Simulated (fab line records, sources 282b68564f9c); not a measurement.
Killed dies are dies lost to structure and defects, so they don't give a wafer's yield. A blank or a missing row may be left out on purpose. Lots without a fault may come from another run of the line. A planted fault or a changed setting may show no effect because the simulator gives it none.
fab line records | flow rit_cmos | part 2 of 2: steps 34 to 45 of 45
record lots=5 wafers=15 last_day=7
route steps=202 shown FOX2@23 NWELL@28 PWELL@39 WELLDRIVE@50 NRETRO@53 PRETRO@64
lots that met no fault: from a run of the same line without faults
start_h: hours from the record's first day to the start of the lot's first wafer shown | wait_h: hours since the lot's step before | " the same as in the row above | L1.1+2: a row that stands for several wafers | - no value, or no start given | * or withheld: withheld | < > ~ a bound
route shown NAME@n: a module of which the file shows steps, and the number in the route of the first | usual: mean/standard deviation of fault-free wafers | same: alike in all rows | chamber/n: place in a boat | sites: the reading at each site | _std_site: their standard deviation | _edge_site: outer sites' mean less inner sites' | radius_mm: how far each site lies from the wafer's centre | mask NAME#n: copy n | behind: the tool/chamber that last shaped the wafer | hold: why the lot was held/for how many hours/how that ended | device: the transistor (n, p or np) that didn't switch | end of line: the same wafers' tests at the end of the route | a step without rows: its recipe alone | killed: dies lost to structure and defects at the first sort, not the wafer's yield | map: a wafer's dies, x killed, . not, _ none there
set.NAME: the setting as run; set.NAME@STEP: as run at that earlier step | model.NAME: the simulator's own value behind a step, which no gauge read
lots at some steps of the route; a table a step, a row a wafer
services: from which hour (start_h, from the record's first day; less than 0 if before it) a tool's chamber was out of use, for how many hours, and why
## steps
# step RIT_NRETRO_EXPOSE_03
# recipe mask_id=M4 na=0.57 target_cd_nm=43900 dose_mj=250
# usual focus_offset_nm=0.0/0.55
# columns lot.wafer tool chamber start_h wait_h mask focus_offset_nm
L076.1 iline_stepper-01 0 39.22 0.2 M4#0 -0.9
L076.3 " 0 " " M4#0 -0.8
L076.6 " 0 " " M4#0 -0.5
L080.1 iline_stepper-02 0 60.93 0.1 M4#0 -0.7
L080.2 " 0 " " M4#0 -0.1
L080.4 " 0 " " M4#0 -0.9
L086.1 iline_stepper-01 0 92.60 0.1 M4#0 1.2
L086.2 " 0 " " M4#0 0.3
L086.6 " 0 " " M4#0 0.4
L089.3 iline_stepper-02 0 106.79 0.2 M4#0 1.4
L089.4 " 0 " " M4#0 0.7
L089.6 " 0 " " M4#0 -0.1
L096.3 iline_stepper-01 0 142.50 0.2 M4#0 0.2
L096.4 " 0 " " M4#0 1.2
L096.6 " 0 " " M4#0 0.2
# step RIT_NRETRO_PEB_04
# recipe resist=NOVOLAK temp_c=withheld time_s=withheld
# columns lot.wafer tool chamber start_h wait_h
L076.1+3+6 litho_track-03 0 39.34 0.1
L080.1+2+4 litho_track-01 0 61.05 0.1
L086.1+2+6 litho_track-01 0 92.71 0.1
L089.3+4+6 litho_track-03 0 106.91 0.1
L096.3+4+6 litho_track-03 0 142.62 0.1
# step RIT_NRETRO_DEVELOP_05
# recipe resist=NOVOLAK develop_time_s=68 dev_temp_c=23
# columns lot.wafer tool chamber start_h wait_h
L076.1+3+6 litho_track-03 0 - -
L080.1+2+4 litho_track-01 0 - -
L086.1+2+6 litho_track-01 0 - -
L089.3+4+6 litho_track-03 0 - -
L096.3+4+6 litho_track-03 0 - -
# step RIT_NRETRO_OVL_MEAS_06
# usual NRETRO_OVL=-0.7/1.3
# columns lot.wafer tool chamber start_h wait_h NRETRO_OVL[nm]
L076.1 overlay-01 - 39.65 - -0.2
L076.3 " - " " 0.1
L076.6 " - " " 0.0
L080.1 overlay-01 - 61.36 - -1.4
L080.2 " - " " 0.9
L080.4 " - " " -0.9
L086.1 overlay-01 - 93.03 - -0.7
L086.2 " - " " -0.1
L086.6 " - " " -0.2
L089.3 overlay-01 - 107.19 - 1.7
L089.4 " - " " 3.2
L089.6 " - " " 1.6
L096.3 overlay-01 - 142.90 - -1.1
L096.4 " - " " -3.5
L096.6 " - " " -1.0
# step RIT_NRETRO_HARDBAKE_07
# recipe resist=NOVOLAK temp_c=140 time_s=120
# columns lot.wafer tool chamber start_h wait_h
L076.1+3+6 litho_track-03 0 39.69 0.0
L080.1+2+4 litho_track-01 0 61.40 0.0
L086.1+2+6 litho_track-01 0 93.06 0.0
L089.3+4+6 litho_track-01 0 107.30 0.1
L096.3+4+6 litho_track-02 0 143.01 0.1
# step RIT_NRETRO_IMPLANT_08
# recipe species=P energy_kev=70 dose_cm2=1e+13 tilt_deg=7
# usual dose_ions_cm2=1.0001e+13/1.1e+10
# columns lot.wafer tool chamber start_h wait_h dose_ions_cm2
L076.1 implanter-02 0 39.94 0.2 1.0008e+13
L076.3 " 0 " " 1e+13
L076.6 " 0 " " 1.0015e+13
L080.1 implanter-04 0 61.65 0.2 9.982e+12
L080.2 " 0 " " 1.0006e+13
L080.4 " 0 " " 9.97e+12
L086.1 implanter-02 0 93.31 0.2 1.0011e+13
L086.2 " 0 " " 1.0005e+13
L086.6 " 0 " " 1.0005e+13
L089.3 implanter-02 0 107.51 0.2 1.0003e+13
L089.4 " 0 " " 1.0005e+13
L089.6 " 0 " " 1.0011e+13
L096.3 implanter-02 0 143.22 0.2 1.002e+13
L096.4 " 0 " " 1.002e+13
L096.6 " 0 " " 1.0004e+13
# step RIT_NRETRO_STRIP_09
# recipe chemistry=O2 time_s=180 resist=NOVOLAK platen_temp_c=withheld power_w=500 pressure_mtorr=4000 o2_flow_sccm=4000
# usual chamber_pressure_mTorr=4000/3.9 drypump_motor_current_A=5.6/0.49
# columns lot.wafer tool chamber start_h wait_h chamber_pressure_mTorr drypump_motor_current_A rf_hours_counter_h
L076.1 plasma_asher-01 0 40.09 0.1 4004 5.8 24
L076.3 " 1 " " 3992 6.3 -
L076.6 " 1 " " 3996 6.3 -
L080.1 plasma_asher-04 0 61.80 0.1 3999 5.4 42
L080.2 " 1 " " 4008 5.1 42
L080.4 " 1 " " 3999 5.1 -
L086.1 plasma_asher-01 1 93.46 0.1 4003 6.3 30
L086.2 " 0 " " 4003 5.9 30
L086.6 " 1 " " 4002 6.3 -
L089.3 plasma_asher-01 1 107.67 0.1 3994 6.2 -
L089.4 " 0 " " 4003 5.8 -
L089.6 " 1 " " 4000 6.3 -
L096.3 plasma_asher-04 0 143.38 0.1 3992 5.4 -
L096.4 " 1 " " 4001 5.0 -
L096.6 " 1 " " 4003 5.0 -
# step RIT_NRETRO_TW_MEAS_10
# usual NRETRO_TW=1048/5.5
# columns lot.wafer tool chamber start_h wait_h NRETRO_TW
L076.1 film_metro-02 - 40.26 0.1 1040
L076.3 " - " " 1045
L076.6 " - " " 1048
L080.1 film_metro-04 - 61.97 0.1 1045
L080.2 " - " " 1040
L080.4 " - " " 1044
L086.1 film_metro-02 - 93.64 0.1 1057
L086.2 " - " " 1057
L086.6 " - " " 1059
L089.3 film_metro-02 - 107.81 0.1 1049
L089.4 " - " " 1048
L089.6 " - " " 1051
L096.3 film_metro-02 - 143.52 0.1 1050
L096.4 " - " " 1053
L096.6 " - " " 1049
# step RIT_PRETRO_HMDS_00
# recipe prime_time_s=60 prime_temp_c=140
# usual prime_temp_c=140.00/0.14
# columns lot.wafer tool chamber start_h wait_h prime_temp_c
L076.1 litho_track-03 0 40.32 0.1 139.84
L076.3 " 0 " " 139.96
L076.6 " 0 " " 139.81
L080.1 litho_track-03 0 62.03 0.1 139.94
L080.2 " 0 " " 140.01
L080.4 " 0 " " 139.80
L086.1 litho_track-02 0 93.70 0.1 139.77
L086.2 " 0 " " 139.94
L086.6 " 0 " " 139.71
L089.3 litho_track-04 0 107.90 0.1 140.11
L089.4 " 0 " " 140.20
L089.6 " 0 " " 140.23
L096.3 litho_track-03 0 143.61 0.1 140.15
L096.4 " 0 " " 140.09
L096.6 " 0 " " 140.11
# step RIT_PRETRO_COAT_01
# recipe resist=NOVOLAK spin_rpm=2000 resist_thk_nm=1300
# columns lot.wafer tool chamber start_h wait_h
L076.1+3+6 litho_track-03 0 40.47 0.1
L080.1+2+4 litho_track-03 0 62.18 0.1
L086.1+2+6 litho_track-02 0 93.85 0.1
L089.3+4+6 litho_track-04 0 108.05 0.1
L096.3+4+6 litho_track-03 0 143.76 0.1
# step RIT_PRETRO_SOFTBAKE_02
# recipe resist=NOVOLAK temp_c=90 time_s=60
# columns lot.wafer tool chamber start_h wait_h
L076.1+3+6 litho_track-03 0 40.62 0.1
L080.1+2+4 litho_track-03 0 62.33 0.1
L086.1+2+6 litho_track-02 0 94.00 0.1
L089.3+4+6 litho_track-04 0 108.20 0.1
L096.3+4+6 litho_track-03 0 143.91 0.1
# step RIT_PRETRO_EXPOSE_03
# recipe mask_id=M5 na=0.57 target_cd_nm=43700 dose_mj=250
# usual focus_offset_nm=-0.1/0.53
# columns lot.wafer tool chamber start_h wait_h mask focus_offset_nm
L076.1 iline_stepper-01 0 40.90 0.2 M5#0 -0.4
L076.3 " 0 " " M5#0 -0.5
L076.6 " 0 " " M5#0 -1.1
L080.1 iline_stepper-02 0 62.61 0.2 M5#0 -0.6
L080.2 " 0 " " M5#0 0.2
L080.4 " 0 " " M5#0 0.2
L086.1 iline_stepper-02 0 94.27 0.2 M5#0 -0.6
L086.2 " 0 " " M5#0 -0.8
L086.6 " 0 " " M5#0 -0.1
L089.3 iline_stepper-01 0 108.46 0.2 M5#0 -0.1
L089.4 " 0 " " M5#0 0.2
L089.6 " 0 " " M5#0 -0.6
L096.3 iline_stepper-01 0 144.17 0.2 M5#0 0.5
L096.4 " 0 " " M5#0 0.0
L096.6 " 0 " " M5#0 0.5
## services
# columns tool chamber start_h hours kind
plasma_asher-01 - 12.17 14.6 pm
implanter-02 - 19.75 1.2 repair
plasma_asher-03 - 20.85 0.4 repair
implanter-02 - 27.49 3.4 repair
furnace-02 - 33.98 2.6 pm
plasma_asher-02 - 34.92 0.8 repair
iline_stepper-01 - 42.90 2.1 pm
implanter-03 - 46.06 2.7 pm
furnace-03 - 47.44 3.1 pm
implanter-01 - 58.16 23.6 repair
furnace-01 - 60.24 14.8 pm
implanter-03 - 66.78 3.7 repair
plasma_asher-03 - 66.92 2.8 pm
iline_stepper-02 - 68.03 1.7 pm
furnace-01 - 83.45 11.7 repair
implanter-01 - 90.88 1.9 repair
iline_stepper-01 - 93.41 1.7 pm
implanter-01 - 103.88 19.1 pm
furnace-01 - 105.92 3.1 pm
plasma_asher-04 - 108.75 9.0 pm
furnace-01 - 119.88 4.6 pm
furnace-04 - 132.34 4.2 pm
plasma_asher-04 - 135.51 1.5 repair
iline_stepper-01 - 135.73 3.9 repair
